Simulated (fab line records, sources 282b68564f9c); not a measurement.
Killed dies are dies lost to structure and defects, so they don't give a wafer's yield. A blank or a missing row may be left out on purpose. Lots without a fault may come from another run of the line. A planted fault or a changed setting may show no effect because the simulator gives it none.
Which tool did it? | flow rit_cmos | 14 lots, 42 wafers sampled, at 1 step of a route of 202

WHAT THE GAUGES READ, wafer by wafer
The record holds no reading of a measuring or inspecting step that can be judged against a usual standard deviation.

WHICH TOOL RAN EACH LOT (tool, then ch and the chambers of the sampled wafers, then the start)
lot  | RIT_NRETRO_DEVELOP_05
L234 | litho_track-03 ch 0, day 2 05:00
L236 | litho_track-03 ch 0, day 2 14:00
L238 | litho_track-04 ch 0, day 3 01:00
L239 | litho_track-02 ch 0, day 3 08:00
L240 | litho_track-04 ch 0, day 3 12:00
L241 | litho_track-02 ch 0, day 3 17:00
L243 | litho_track-03 ch 0, day 4 04:00
L246 | litho_track-03 ch 0, day 4 22:00
L248 | litho_track-03 ch 0, day 5 04:00
L249 | litho_track-04 ch 0, day 5 09:00
L250 | litho_track-04, day 5 13:00
L251 | litho_track-04, day 5 17:00
L256 | litho_track-04 ch 0, day 6 19:00
L257 | litho_track-02 ch 0, day 7 00:00
- RIT_NRETRO_DEVELOP_05: develop time 68 s.

WHAT THE TOOLS THEMSELVES READ (means of the sampled wafers that have a number; where no wafer has one, the mark that the record gives instead)
RIT_NRETRO_DEVELOP_05. Usual: chill_plate_temp_C 23.00 C, standard deviation 0.09.
lot  | tool           | chill_plate_temp_C (C) | flag
L234 | litho_track-03 | 22.90                  |
L236 | litho_track-03 | 23.02                  |
L238 | litho_track-04 | 22.87                  |
L239 | litho_track-02 | 23.00                  |
L240 | litho_track-04 | 23.12                  |
L241 | litho_track-02 | 22.99                  |
L243 | litho_track-03 | 23.01                  |
L246 | litho_track-03 | 22.93                  |
L248 | litho_track-03 | 22.92                  |
L249 | litho_track-04 | 22.97                  |
L250 | litho_track-04 | -                      | OFF
L251 | litho_track-04 | -                      | OFF
L256 | litho_track-04 | 23.05                  |
L257 | litho_track-02 | 22.94                  |

THE ANSWER, worked out from the rows above alone
Rule: a lot is off if the mean of its wafers that have a number lies more than 3 standard deviations from the usual mean. A lot without any number at a reading at which 4 lots or more have one is off too. The other lots that the step has rows for count as sound. The gauges are gone through in route order, then the tools' own readings, and for those a lot's mean is taken as printed above. The first step at which some lot is off is used, and at that step the reading that is off furthest; a lot without a number counts as furthest.
Off: L250, L251, at RIT_NRETRO_DEVELOP_05 (chill_plate_temp_C). Without a number there: L250, L251.
A tool fits if, at that step or a process step before it, it ran every lot that is off, and no sound lot after the first of them. None of those tried fits.

WHAT THE SIMULATOR HAD PUT IN
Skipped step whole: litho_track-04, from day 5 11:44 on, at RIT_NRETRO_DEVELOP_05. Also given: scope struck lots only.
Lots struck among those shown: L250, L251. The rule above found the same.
